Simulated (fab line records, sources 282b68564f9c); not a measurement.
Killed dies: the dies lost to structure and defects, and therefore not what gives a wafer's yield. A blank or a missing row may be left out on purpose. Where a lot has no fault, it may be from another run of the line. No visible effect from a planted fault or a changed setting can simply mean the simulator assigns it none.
fab line records	flow rit-cmos
record lots=14	wafers=42	last-day=8
route steps=202 shown M1@196
lots that met no fault: from a run of the same line without faults
start-h: the number of hours between the record's first day and the start of the first shown wafer of the lot	wait-h: time in hours since the lot's previous step	" same as the row above	L1.1+2: a row that stands for several wafers	- value missing, or start not given	* or withheld: withheld	< > ~ a bound
route shown NAME@n: a module of which the file shows steps, and the number in the route of the first	usual: average and standard deviation across the fault-free wafers	same: alike in all rows	chamber/n: place in a boat	sites: per-site readings	_std_site: the standard deviation of these	_edge_site: the outer-site mean with the inner-site mean subtracted	radius-mm: for every site, how far away it sits from the centre of the wafer	mask NAME#n: copy n	behind: the tool/chamber that last shaped the wafer	hold: why the lot was held/for how many hours/how that ended	device: transistor that didn't switch, given as n, p or np	end of line: the route-end tests of the same wafers	a step with no rows: only its recipe	killed: dies that structure and defects cost at the first sort, which is not the same as the wafer's yield	map: the dies of a wafer, with x for killed, . for not killed, _ for no die there
set.NAME: the setting that was run; set.NAME@STEP: the one run at that earlier step	model.NAME: the simulator's own value behind a step, which no gauge read
steps of the route over a sample of lots; a table a step, a row a wafer
services: from which hour (start-h, from the record's first day; less than 0 if before it) a tool's chamber was out of use, for how many hours, and why
## steps
# step RIT_M1_METAL_ETCH_12
# recipe stop-on=SiO2	chemistry=Cl2/BCl3	target=Al	time-s=165	over-etch-frac=0.5	pressure-mtorr=100	target-depth-a=6000	rf-w=250	Cl2_flow_sccm=60	bcl3-flow-sccm=50
# usual drypump-motor-current-A=5.7/0.53	oes-product-au=0.775/0.011	rf-fwd-power-W=248.9/0.84	throttle-valve-pct=8.40/0.12
lot.wafer	tool	chamber	start-h	wait-h	drypump-motor-current-A	oes-product-au	rf-fwd-power-W	rf-hours-counter-h	throttle-valve-pct
L144.2	rie-metal-02	1	65.16	0.2	6.4	0.773	249.6	1	8.42
L144.4	"	1	"	"	6.4	0.781	248.7	-	8.40
L144.6	"	1	"	"	6.4	0.785	249.1	-	8.42
L145.1	rie-metal-04	1	69.53	0.2	4.9	0.769	248.6	30	8.23
L145.3	"	1	"	"	4.9	0.765	248.9	-	8.25
L145.4	"	1	"	"	4.9	0.761	248.5	-	8.25
L148.1	rie-metal-04	0	86.40	0.2	5.2	0.781	249.9	39	8.41
L148.2	"	1	"	"	4.9	0.769	249.6	31	8.22
L148.5	"	1	"	"	4.9	0.763	249.5	-	8.25
L152.2	rie-metal-01	0	102.83	0.2	5.6	0.772	348.2	4	8.28
L152.3	"	1	"	"	6.3	0.770	249.2	-	8.56
L152.4	"	0	"	"	5.6	0.764	349.0	-	8.28
L154.3	rie-metal-01	1	114.25	0.2	6.3	0.771	250.0	-	8.55
L154.5	"	1	"	"	6.3	0.765	249.2	-	8.55
L154.6	"	0	"	"	5.5	0.778	348.3	-	8.28
L156.1	rie-metal-02	0	121.92	0.2	5.8	0.765	248.8	1	8.53
L156.4	"	1	"	"	6.4	0.789	249.3	-	8.41
L156.6	"	0	"	"	5.8	0.766	250.0	-	8.53
L158.3	rie-metal-04	1	130.70	0.2	4.9	0.771	248.0	-	8.25
L158.5	"	1	"	"	4.9	0.770	248.7	-	8.24
L158.6	"	0	"	"	5.2	0.773	249.7	-	8.41
L159.1	rie-metal-02	1	137.82	0.2	6.4	0.790	248.4	1	8.39
L159.3	"	0	"	"	5.8	0.759	248.5	-	8.52
L159.5	"	1	"	"	6.4	0.777	250.1	-	8.40
L161.4	rie-metal-02	1	141.28	0.1	6.4	0.787	249.1	-	8.40
L161.5	"	0	"	"	5.8	0.772	248.9	-	8.52
L161.6	"	1	"	"	6.4	0.802	248.7	-	8.40
L162.1	rie-metal-04	1	156.92	0.2	4.9	0.759	248.4	0	8.23
L162.3	"	1	"	"	4.8	0.748	247.6	-	8.24
L162.5	"	1	"	"	4.9	0.753	248.3	-	8.24
L164.2	rie-metal-02	1	177.63	0.2	6.4	0.793	249.3	2	8.40
L164.3	"	1	"	"	6.4	0.797	248.1	-	8.41
L164.5	"	1	"	"	6.4	0.791	247.7	-	8.40
L166.4	rie-metal-01	1	178.37	0.1	6.2	0.766	249.7	-	8.56
L166.5	"	1	"	"	6.3	0.777	249.4	-	8.55
L166.6	"	0	"	"	5.6	0.774	248.8	-	8.29
L165.2	rie-metal-04	0	178.57	0.2	5.2	0.798	249.0	-	8.40
L165.4	"	0	"	"	5.2	0.784	249.2	-	8.40
L165.5	"	0	"	"	5.2	0.790	249.9	-	8.41
L167.2	rie-metal-02	1	185.69	0.2	6.4	0.787	249.4	2	8.42
L167.3	"	0	"	"	5.7	0.760	247.4	-	8.54
L167.4	"	1	"	"	6.4	0.784	250.3	-	8.38
# step RIT_M1_CD_MEAS_90
# recipe target-cd-nm=2600
# usual cd-nm=2599.6/2.8
lot.wafer	tool	chamber	start-h	wait-h	hold	cd-nm
L144.2	cd-sem-01	-	65.69	0.1	-	2598.1
L144.4	"	-	"	"	-	2599.4
L144.6	"	-	"	"	-	2599.1
L145.1	cd-sem-02	-	70.20	0.1	-	2597.8
L145.3	"	-	"	"	-	2599.0
L145.4	"	-	"	"	-	2597.3
L148.1	cd-sem-02	-	86.92	0.1	-	2601.2
L148.2	"	-	"	"	-	2598.4
L148.5	"	-	"	"	-	2597.1
L152.2	cd-sem-01	-	103.37	0.1	await-dispo/0.2h/release	2577.2
L152.3	"	-	"	"	await-dispo/0.2h/release	2601.1
L152.4	"	-	"	"	await-dispo/0.2h/release	2576.2
L152.2	cd-sem-01	-	103.65	0.3	-	2577.2
L152.3	"	-	"	"	-	2601.6
L152.4	"	-	"	"	-	2576.2
L154.3	cd-sem-01	-	114.75	0.1	await-dispo/0.2h/release	2584.8
L154.5	"	-	"	"	await-dispo/0.2h/release	2587.7
L154.6	"	-	"	"	await-dispo/0.2h/release	2560.9
L154.3	cd-sem-01	-	115.04	0.3	-	2584.8
L154.5	"	-	"	"	-	2587.5
L154.6	"	-	"	"	-	2561.3
L156.1	cd-sem-01	-	122.46	0.1	-	2596.6
L156.4	"	-	"	"	-	2599.2
L156.6	"	-	"	"	-	2597.0
L158.3	cd-sem-02	-	131.19	0.1	-	2599.8
L158.5	"	-	"	"	-	2600.8
L158.6	"	-	"	"	-	2599.0
L159.1	cd-sem-01	-	138.33	0.1	-	2600.0
L159.3	"	-	"	"	-	2593.5
L159.5	"	-	"	"	-	2598.5
L161.4	cd-sem-01	-	141.79	0.1	-	2597.2
L161.5	"	-	"	"	-	2595.5
L161.6	"	-	"	"	-	2600.2
L162.1	cd-sem-02	-	157.45	0.1	-	2599.0
L162.3	"	-	"	"	-	2598.6
L162.5	"	-	"	"	-	2598.6
L164.2	cd-sem-01	-	178.18	0.1	-	2596.2
L164.3	"	-	"	"	-	2597.5
L164.5	"	-	"	"	-	2597.8
L166.4	cd-sem-01	-	178.91	0.1	-	2600.0
L166.5	"	-	"	"	-	2602.0
L166.6	"	-	"	"	-	2600.5
L165.2	cd-sem-02	-	179.23	0.1	-	2600.6
L165.4	"	-	"	"	-	2602.6
L165.5	"	-	"	"	-	2601.0
L167.2	cd-sem-01	-	186.23	0.1	-	2601.6
L167.3	"	-	"	"	-	2596.8
L167.4	"	-	"	"	-	2600.0
# step RIT_M1_PROBE_99
# usual defect-limited-yield=97.6/1	killed-at-contacts=0.1/0.23	killed-at-front-end=6.2/2.8	killed-dies=6.3/2.7	killed-on-rim=1.7/1.3	killed-open=3.1/2	killed-short=3.2/1.8	sort_bin_3_pad_short=0.1/0.18	sort_bin_5_function=1.3/0.73	sort_bin_6_memory=1.0/0.62	sort-n-pass=257.7/2.7	sort-yield-pct=97.6/1
# same gross-dies=264	killed_at_M0_to_M3=0	killed_at_M4_up=0	killed-at-back-side=0	killed-at-other=0
lot.wafer	tool	chamber	start-h	wait-h	defect-limited-yield[%]	killed-at-contacts	killed-at-front-end	killed-dies	killed-on-rim	killed-open	killed-short	sort_bin_3_pad_short[%]	sort_bin_5_function[%]	sort_bin_6_memory[%]	sort-n-pass	sort-yield-pct[%]
L144.2	prober-02	-	67.46	0.1	97.3	0	7	7	5	4	3	0	0.8	1.9	257.0	97.3
L144.4	prober-02	-	67.56	0.2	97.0	0	8	8	3	4	4	0	1.5	1.5	256.0	97.0
L144.6	prober-02	-	67.66	0.2	97.0	0	8	8	1	6	2	0.4	1.9	0.8	256.0	97.0
L145.1	prober-01	-	71.94	0.1	99.2	0	2	2	0	1	1	0	0.8	0	262.0	99.2
L145.3	prober-01	-	72.04	0.2	97.7	0	6	6	4	3	3	0	0.8	1.5	258.0	97.7
L145.4	prober-01	-	72.09	0.2	98.1	0	5	5	2	2	3	0	1.5	0.4	259.0	98.1
L148.1	prober-02	-	88.66	0.1	97.0	0	8	8	2	1	7	0.4	1.1	1.5	256.0	97.0
L148.2	prober-02	-	88.71	0.1	98.1	0	5	5	0	2	3	0	1.1	0.8	259.0	98.1
L148.5	prober-02	-	88.86	0.2	97.3	0	7	7	4	4	3	0	1.5	1.1	257.0	97.3
L152.2	prober-01	-	109.31	0.1	95.8	0	11	11	2	7	4	0.8	2.3	1.1	253.0	95.8
L152.3	prober-01	-	109.36	0.2	97.3	0	7	7	1	1	6	0	1.5	1.1	257.0	97.3
L152.4	prober-01	-	109.41	0.2	98.5	0	4	4	2	2	2	0	0.8	0.8	260.0	98.5
L154.3	prober-01	-	122.85	0.2	98.1	0	5	5	0	2	3	0	1.1	0.8	259.0	98.1
L154.5	prober-01	-	122.95	0.2	99.2	0	2	2	0	0	2	0	0.4	0.4	262.0	99.2
L154.6	prober-01	-	123.00	0.2	98.1	1	4	5	1	4	1	0	0.8	1.1	259.0	98.1
L156.1	prober-01	-	124.20	0.1	97.3	0	7	7	0	5	2	0	1.1	1.5	257.0	97.3
L156.4	prober-01	-	124.35	0.2	98.9	0	3	3	1	0	3	0	0.8	0.4	261.0	98.9
L156.6	prober-01	-	124.45	0.2	97.0	0	8	8	6	4	4	0.4	1.5	1.1	256.0	97.0
L158.3	prober-01	-	132.99	0.2	95.8	0	11	11	3	6	5	0.4	1.9	1.9	253.0	95.8
L158.5	prober-01	-	133.09	0.2	96.2	0	10	10	5	4	6	0	1.9	1.9	254.0	96.2
L158.6	prober-01	-	133.14	0.2	98.5	0	4	4	1	4	0	0	0.4	1.1	260.0	98.5
L159.1	prober-02	-	140.07	0.1	97.7	0	6	6	3	0	6	0.4	0.8	1.1	258.0	97.7
L159.3	prober-02	-	140.17	0.2	99.2	0	2	2	1	1	1	0	0.8	0	262.0	99.2
L159.5	prober-02	-	140.27	0.2	96.2	0	10	10	2	7	3	0	1.9	1.9	254.0	96.2
L161.4	prober-02	-	144.04	0.2	98.1	0	5	5	1	1	4	0	1.1	0.8	259.0	98.1
L161.5	prober-02	-	144.09	0.2	97.3	0	7	7	1	5	2	0	0.8	1.9	257.0	97.3
L161.6	prober-02	-	144.14	0.2	96.2	0	10	10	1	4	6	0	2.3	1.5	254.0	96.2
L162.1	prober-02	-	159.19	0.1	98.5	0	4	4	0	2	2	0	0.8	0.8	260.0	98.5
L162.3	prober-02	-	159.29	0.2	99.2	0	2	2	1	2	0	0	0.4	0.4	262.0	99.2
L162.5	prober-02	-	159.39	0.2	97.3	0	7	7	2	4	3	0.4	1.5	0.8	257.0	97.3
L164.2	prober-01	-	179.95	0.1	98.9	0	3	3	1	2	1	0	0.8	0.4	261.0	98.9
L164.3	prober-01	-	180.00	0.2	98.5	1	3	4	0	2	2	0	0.4	1.1	260.0	98.5
L164.5	prober-01	-	180.10	0.2	97.3	0	7	7	2	4	3	0.4	1.1	1.1	257.0	97.3
L165.2	prober-01	-	181.45	0.1	97.3	0	7	7	1	2	5	0	2.3	0.4	257.0	97.3
L165.4	prober-01	-	181.55	0.2	97.0	0	8	8	1	1	7	0.4	1.5	1.1	256.0	97.0
L165.5	prober-01	-	181.60	0.2	97.0	0	8	8	1	5	3	0	2.3	0.8	256.0	97.0
L166.4	prober-02	-	181.55	0.2	98.1	0	5	5	3	3	2	0.4	0.4	1.1	259.0	98.1
L166.5	prober-02	-	181.60	0.2	96.2	0	10	10	2	6	4	0.4	1.9	1.5	254.0	96.2
L166.6	prober-02	-	181.65	0.2	99.2	0	2	2	1	1	1	0	0	0.8	262.0	99.2
L167.2	prober-02	-	188.00	0.1	97.3	0	7	7	2	3	4	0	2.3	0.4	257.0	97.3
L167.3	prober-02	-	188.05	0.2	99.2	0	2	2	0	1	1	0	0	0.8	262.0	99.2
L167.4	prober-02	-	188.10	0.2	98.1	0	5	5	1	3	2	0.4	0.8	0.8	259.0	98.1
# killed by level:class
L144.2 GATE:geometric-particle:open=2 SILICIDE:geometric-particle:short=2 FOX1:geometric-particle:open=1 FOX2:geometric-particle:open=1 REOX:geometric-particle:short=1
L144.4 FOX1:geometric-particle:open=2 REOX:geometric-particle:short=2 GATE:geometric-particle:short=1 GATE:geometric-particle:open=1 REOX:geometric-particle:open=1 SPACER:geometric-particle:short=1
L144.6 FOX1:geometric-particle:open=2 REOX:geometric-particle:open=2 GATE:geometric-particle:open=1 GATE:geometric-particle:short=1 REOX:geometric-particle:short=1 SPACER:geometric-particle:open=1
L145.1 FOX2:geometric-particle:open=1 SILICIDE:geometric-particle:short=1
L145.3 REOX:geometric-particle:open=2 REOX:geometric-particle:short=1 SPACER:geometric-particle:open=1 SPACER:geometric-particle:short=1 SILICIDE:geometric-particle:short=1
L145.4 GATE:geometric-particle:short=2 REOX:geometric-particle:open=1 SPACER:geometric-particle:short=1 SPACER:geometric-particle:open=1
L148.1 FOX1:geometric-particle:short=3 GATE:geometric-particle:short=3 ACTIVE:geometric-particle:short=1 GATE:geometric-particle:open=1
L148.2 GATE:geometric-particle:short=2 FOX1:geometric-particle:short=1 GATE:geometric-particle:open=1 SPACER:geometric-particle:open=1
L148.5 FOX1:geometric-particle:short=2 GATE:geometric-particle:open=2 FOX1:geometric-particle:open=1 GATE:geometric-particle:short=1 SPACER:geometric-particle:open=1
L152.2 FOX1:geometric-particle:open=3 GATE:geometric-particle:open=3 SILICIDE:geometric-particle:short=2 GATE:geometric-particle:short=1 REOX:geometric-particle:short=1 SPACER:geometric-particle:open=1
L152.3 GATE:geometric-particle:short=3 FOX2:geometric-particle:short=2 FOX1:geometric-particle:short=1 GATE:geometric-particle:open=1
L152.4 FOX1:geometric-particle:short=2 GATE:geometric-particle:open=2
L154.3 FOX1:geometric-particle:short=3 FOX1:geometric-particle:open=2
L154.5 GATE:geometric-particle:short=2
L154.6 FOX1:geometric-particle:open=1 GATE:geometric-particle:open=1 SILICIDE:geometric-particle:open=1 SILICIDE:geometric-particle:short=1 CONTACT:geometric-particle:open=1
L156.1 GATE:geometric-particle:open=3 FOX2:geometric-particle:open=1 GATE:geometric-particle:short=1 REOX:geometric-particle:open=1 SPACER:geometric-particle:short=1
L156.4 GATE:geometric-particle:short=2 REOX:geometric-particle:short=1
L156.6 GATE:geometric-particle:short=3 FOX2:geometric-particle:open=1 GATE:geometric-particle:open=1 REOX:geometric-particle:open=1 SPACER:geometric-particle:short=1 SILICIDE:geometric-particle:open=1
L158.3 GATE:geometric-particle:short=3 REOX:geometric-particle:open=2 FOX2:geometric-particle:open=1 GATE:geometric-particle:open=1 REOX:geometric-particle:short=1 SPACER:geometric-particle:open=1 SILICIDE:geometric-particle:short=1 SILICIDE:geometric-particle:open=1
L158.5 GATE:geometric-particle:short=2 GATE:geometric-particle:open=2 REOX:geometric-particle:short=2 FOX2:geometric-particle:open=1 FOX2:geometric-particle:short=1 SPACER:geometric-particle:open=1 SILICIDE:geometric-particle:short=1
L158.6 FOX1:geometric-particle:open=2 GATE:geometric-particle:open=1 REOX:geometric-particle:open=1
L159.1 SPACER:geometric-particle:short=2 FOX1:geometric-particle:short=1 FOX2:geometric-particle:short=1 GATE:geometric-particle:short=1 REOX:geometric-particle:short=1
L159.3 GATE:geometric-particle:open=1 GATE:geometric-particle:short=1
L159.5 GATE:geometric-particle:open=4 GATE:geometric-particle:short=2 FOX1:geometric-particle:open=1 REOX:geometric-particle:short=1 REOX:geometric-particle:open=1 SILICIDE:geometric-particle:open=1
L161.4 SILICIDE:geometric-particle:short=2 GATE:geometric-particle:short=2 REOX:geometric-particle:open=1
L161.5 GATE:geometric-particle:open=2 GATE:geometric-particle:short=2 FOX1:geometric-particle:open=1 SPACER:geometric-particle:open=1 SILICIDE:geometric-particle:open=1
L161.6 GATE:geometric-particle:short=4 FOX1:geometric-particle:short=1 FOX1:geometric-particle:open=1 GATE:geometric-particle:open=1 REOX:geometric-particle:open=1 SPACER:geometric-particle:short=1 SPACER:geometric-particle:open=1
L162.1 GATE:geometric-particle:open=2 FOX1:geometric-particle:short=1 REOX:geometric-particle:short=1
L162.3 REOX:geometric-particle:open=2
L162.5 GATE:geometric-particle:open=2 FOX1:geometric-particle:short=1 FOX2:geometric-particle:short=1 FOX2:geometric-particle:open=1 GATE:geometric-particle:short=1 SILICIDE:geometric-particle:open=1
L164.2 FOX1:geometric-particle:short=1 REOX:geometric-particle:open=1 SPACER:geometric-particle:open=1
L164.3 GATE:geometric-particle:short=2 SPACER:geometric-particle:open=1 CONTACT:geometric-particle:open=1
L164.5 FOX1:geometric-particle:short=2 SPACER:geometric-particle:open=2 FOX2:geometric-particle:open=1 GATE:geometric-particle:open=1 GATE:geometric-particle:short=1
L165.2 FOX2:geometric-particle:open=2 FOX1:geometric-particle:short=1 FOX2:geometric-particle:short=1 GATE:geometric-particle:short=1 REOX:geometric-particle:short=1 SPACER:geometric-particle:short=1
L165.4 GATE:geometric-particle:short=3 SILICIDE:geometric-particle:short=2 FOX2:geometric-particle:short=1 SPACER:geometric-particle:short=1 SPACER:geometric-particle:open=1
L166.4 REOX:geometric-particle:open=2 FOX1:geometric-particle:open=1 SPACER:geometric-particle:short=1 SILICIDE:geometric-particle:short=1
L165.5 GATE:geometric-particle:open=3 FOX2:geometric-particle:open=2 REOX:geometric-particle:short=2 GATE:geometric-particle:short=1
L166.5 REOX:geometric-particle:open=5 SPACER:geometric-particle:short=3 REOX:geometric-particle:short=1 SPACER:geometric-particle:open=1
L166.6 REOX:geometric-particle:short=1 SILICIDE:geometric-particle:open=1
L167.2 GATE:geometric-particle:short=2 REOX:geometric-particle:open=2 ACTIVE:geometric-particle:short=1 SPACER:geometric-particle:open=1 SILICIDE:geometric-particle:short=1
L167.3 FOX2:geometric-particle:short=1 GATE:geometric-particle:open=1
L167.4 GATE:geometric-particle:short=2 FOX1:geometric-particle:open=1 FOX2:geometric-particle:open=1 SILICIDE:geometric-particle:open=1
## services
tool	chamber	start-h	hours	kind
rie-metal-04	0	57.60	16.7	repair
rie-metal-02	0	66.56	4.9	repair
rie-metal-04	0	101.85	2.4	repair
rie-metal-04	-	136.12	20.0	pm
rie-metal-04	0	136.12	20.0	vent-cycle
rie-metal-04	1	136.12	20.0	vent-cycle
rie-metal-04	0	156.12	-	clean
rie-metal-04	1	156.12	-	clean
rie-metal-04	1	164.06	16.1	repair
rie-metal-04	0	168.38	2.7	repair
## key
first-sign step=RIT_M1_METAL_ETCH_12	reading=rf-fwd-power-W	direction=up	sigmas=99+	usual=248.9	struck=348.5
effect step=RIT_M1_CD_MEAS_90	reading=visit	direction=added	through=control-loop
effect step=RIT_M1_CD_MEAS_90	reading=cd-nm	direction=down	sigmas=10	usual=2599.6	struck=2571.4	through=control-loop
met-at RIT_M1_METAL_ETCH_12
struck-lots L152,L154
struck-wafers L152.2,L152.4,L154.6
loop-trim step=RIT_M1_EXPOSE_06	setting=dose	lots=L154
fault kind=process-parameter-drift	tool=rie-metal-01	chamber=0	onset-h=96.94	steps=RIT_M1_METAL_ETCH_12	channel=rf-w	offset=100	shape=step	end-h=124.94	stated=250
# loop-trim: a control loop set the setting to another value than it would have without faults
